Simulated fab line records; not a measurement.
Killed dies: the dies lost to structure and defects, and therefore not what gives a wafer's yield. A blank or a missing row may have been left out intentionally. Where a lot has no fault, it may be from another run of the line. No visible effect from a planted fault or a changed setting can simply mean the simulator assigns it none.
Which tool was responsible?	flow berkeley_cmos170	44 wafers from 15 lots sampled at 5 of the route's 331 steps

== WHAT THE GAUGES READ, wafer by wafer ==
UCB170_SPACER_THK_MEAS_01.
lot	measured	on	SPACER_TEOS_THK (nm)
L221	day 7 00:20	film_metro-01	371 372 374
L222	day 7 00:59	film_metro-03	372 369 377
L223	day 7 19:14	film_metro-03	376 371 378
L224	day 8 03:29	film_metro-03	375 384 379
L225	day 8 03:40	film_metro-02	376 382 376
L226	day 8 08:59	film_metro-01	369 372 371
L228	day 8 09:29	film_metro-02	380 379 383
L230	day 8 21:04	film_metro-03	748 751 748 751
L229	day 8 21:11	film_metro-01	742 745 752 741 745 753
L235	day 10 10:09	film_metro-02	367 374 378
L234	day 10 10:40	film_metro-02	756 763 765 757 764 765
L238	day 11 02:16	film_metro-02	381 378 380
L241	day 11 23:50	film_metro-03	379 368 385
L244	day 12 13:47	film_metro-03	371 375 377
L242	day 12 14:29	film_metro-03	370 369 373

UCB170_V2_OVL_MEAS_13.
lot	measured	on	V2_OVL (nm)
L221	day 8 06:41	overlay-02	3 -8 -5
L222	day 8 14:09	overlay-02	4 5 15
L223	day 9 01:44	overlay-01	-4 4 2
L224	day 9 12:28	overlay-02	-3 -7 -4
L225	day 9 13:33	overlay-02	-6 1 -8
L226	day 9 18:19	overlay-01	4 6 3
L228	day 9 20:04	overlay-01	-2 -9 -3
L235	day 11 19:18	overlay-01	-15 -4 2
L238	day 12 08:41	overlay-02	-3 -5 5
L241	day 13 04:34	overlay-02	-11 8 8
L244	day 13 23:37	overlay-02	1 -3 0
L242	day 14 00:49	overlay-02	-14 -4 -4

UCB170_M3_OVL_MEAS_16.
lot	measured	on	M3_OVL (nm)
L221	day 8 09:35	overlay-02	-1 -2 -2
L222	day 8 20:37	overlay-02	-2 7 4
L223	day 9 04:11	overlay-02	-13 -4 -6
L224	day 9 14:55	overlay-01	-3 12 2
L225	day 9 16:06	overlay-02	1 2 -1
L226	day 9 22:41	overlay-02	2 -1 -3
L228	day 10 00:40	overlay-02	5 11 9
L235	day 11 21:46	overlay-02	0 1 2
L238	day 12 13:26	overlay-01	-6 0 -1
L241	day 13 07:23	overlay-02	-6 -4 -10
L244	day 14 04:04	overlay-02	-9 -15 -8
L242	day 14 04:46	overlay-01	-17 -11 -22

== WHAT TOOL EACH LOT RAN ON (gives the tool, then ch and the chambers of the sampled wafers, and finally the start) ==
lot	UCB170_SPACER_CVD_00	UCB170_V2_STRIP_15
L221	pecvd-01 ch 0,1, day 7 00:18	plasma_asher-03 ch 0,1, day 8 06:55
L222	pecvd-01 ch 0,2, day 7 00:56	plasma_asher-02 ch 0,1, day 8 14:21
L223	pecvd-03 ch 0,1,2, day 7 19:11	plasma_asher-02 ch 0,1, day 9 01:56
L224	pecvd-04 ch 0,1,2, day 8 03:25	plasma_asher-02 ch 0,1, day 9 12:42
L225	pecvd-03 ch 0,2, day 8 03:37	plasma_asher-03 ch 0,1, day 9 13:46
L226	pecvd-03 ch 0,1,2, day 8 08:56	plasma_asher-03 ch 0,1, day 9 18:32
L228	pecvd-04 ch 0,1,2, day 8 09:26	plasma_asher-02 ch 0,1, day 9 20:18
L230	pecvd-04 ch 1,2, day 8 20:49	-
L229	pecvd-03 ch 0,1, day 8 20:56	-
L235	pecvd-03 ch 0,1,2, day 10 10:07	plasma_asher-03 ch 0,1, day 11 19:31
L234	pecvd-01 ch 0,1,2, day 10 10:25	-
L238	pecvd-03 ch 0,2, day 11 02:13	plasma_asher-03 ch 0,1, day 12 08:55
L241	pecvd-04 ch 0,1,2, day 11 23:47	plasma_asher-03 ch 0,1, day 13 04:46
L244	pecvd-03 ch 0,2, day 12 13:44	plasma_asher-04 ch 0, day 13 23:50
L242	pecvd-03 ch 0,1,2, day 12 14:26	plasma_asher-04 ch 0,1, day 14 01:02
- UCB170_SPACER_CVD_00: deposits SiO2 from TEOS/O2, target thk 376 nm, time 47 s.
- UCB170_V2_STRIP_15: strips in O2.

== AS READ BY THE TOOLS THEMSELVES (means over the sampled wafers that have a number; for cases with no such wafer, the mark the record gives instead) ==
UCB170_SPACER_CVD_00.
lot	tool	heater_power_w (W)
L221	pecvd-01	241
L222	pecvd-01	238
L223	pecvd-03	295
L224	pecvd-04	339
L225	pecvd-03	303
L226	pecvd-03	270
L228	pecvd-04	297
L230	pecvd-04	282
L229	pecvd-03	262
L235	pecvd-03	261
L234	pecvd-01	270
L238	pecvd-03	294
L241	pecvd-04	315
L244	pecvd-03	316
L242	pecvd-03	283

UCB170_V2_STRIP_15.
lot	tool	drypump_motor_current_A (A)	oes_product_au (a.u.)	strip_time_to_endpoint_s (s)
L221	plasma_asher-03	5.3	0.724	15.33
L222	plasma_asher-02	6.2	0.721	15.20
L223	plasma_asher-02	5.9	0.725	15.32
L224	plasma_asher-02	6.2	0.721	15.35
L225	plasma_asher-03	5.3	0.722	15.29
L226	plasma_asher-03	5.3	0.725	15.27
L228	plasma_asher-02	6.2	0.724	15.35
L235	plasma_asher-03	5.8	0.716	15.48
L238	plasma_asher-03	5.3	0.724	15.21
L241	plasma_asher-03	5.8	0.722	15.34
L244	plasma_asher-04	5.0	0.723	15.25
L242	plasma_asher-04	6.1	0.723	15.36

== THE ANSWER, worked out from the rows above alone ==
Rule: the usual values come from the lots themselves. Put in order of their means at a reading, lots are off if they are a third of the lots or fewer, leave a main group of 4 or more, and stand apart from it by a gap of 3 or more times the standard deviation of the main group's means; of several such gaps the widest counts. A main group is skipped when, at the precision printed for the reading in the tables above, its means are all equal. A lot without any number at a reading at which 4 lots or more have one is off too. All remaining lots with rows at the step are treated as sound. After the gauges, taken in route order, come the tools' own readings; for these a lot's mean is taken, as printed above. The first step at which some lot is off is used, and at that step the reading that is off furthest; a lot without a number counts as furthest.
Off: L230, L229, L234, at UCB170_SPACER_THK_MEAS_01 (SPACER_TEOS_THK). The main group has a mean of 375 nm with a standard deviation of 3.4.
If a tool, at a process step before that reading, ran all the lots that are off and no sound lot after the first of them, it fits. Those tools and the gauges at UCB170_SPACER_THK_MEAS_01 are tried in the same way. No candidate that was tried fits.

== WHAT THE SIMULATOR HAD INSERTED ==
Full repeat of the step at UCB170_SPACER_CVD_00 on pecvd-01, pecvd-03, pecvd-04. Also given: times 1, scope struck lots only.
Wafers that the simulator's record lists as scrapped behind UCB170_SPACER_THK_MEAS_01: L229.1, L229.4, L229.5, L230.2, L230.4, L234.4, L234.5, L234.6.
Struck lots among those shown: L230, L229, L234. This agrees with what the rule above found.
